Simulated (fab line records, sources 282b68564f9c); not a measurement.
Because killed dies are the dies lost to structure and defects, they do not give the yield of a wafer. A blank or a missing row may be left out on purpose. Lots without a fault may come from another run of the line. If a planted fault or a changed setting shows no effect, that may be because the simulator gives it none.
Chamber matching ; flow rit-cmos ; 4 sister chambers for RIT_GATE_ETCH_19 on rie-si-02
The step etches poly-Si in SF6/CHF3/O2, stops on SiO2, time 165 s, target depth 312.5 nm. 4 wafers are shown with their chamber, then 7 later ones without.

WAFERS, EACH WITH ITS CHAMBER
wafer;chamber;throttle-valve-pct (%)
L791.5;2;10.13
L801.4;3;10.38
L803.1;1;10.45
L803.4;0;10.08

WAFERS MISSING THEIR CHAMBER
wafer;throttle-valve-pct (%)
L803.5;10.38
L805.1;10.38
L805.2;10.11
L805.5;10.14
L807.3;10.45
L807.4;10.08
L807.6;10.44

WHICH CHAMBER EACH ONE RAN IN
wafer;from the rows above;in truth
L803.5;3;3
L805.1;3;3
L805.2;can't be placed: 2 or 0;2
L805.5;2;2
L807.3;1;1
L807.4;0;0
L807.6;1;1
Correctly placed: 6 of 7. Cannot be placed on the basis of these rows: 1; the candidates contain the true chamber in 1. Wrongly placed: 0.
How it was worked out, from the rows above alone: a wafer's distance from a chamber is the root of the sum, over the readings, of the square of ((its reading less the chamber's mean) divided by the reading's scatter). The wafer belongs to the nearest chamber; if the next one is less than 2 further off, it can't be placed. Each chamber's mean is taken over the wafers shown for it. The scatter (one wafer shown for each chamber): square how far every hidden wafer sits from the nearest shown wafer, average those squares and take the square root.
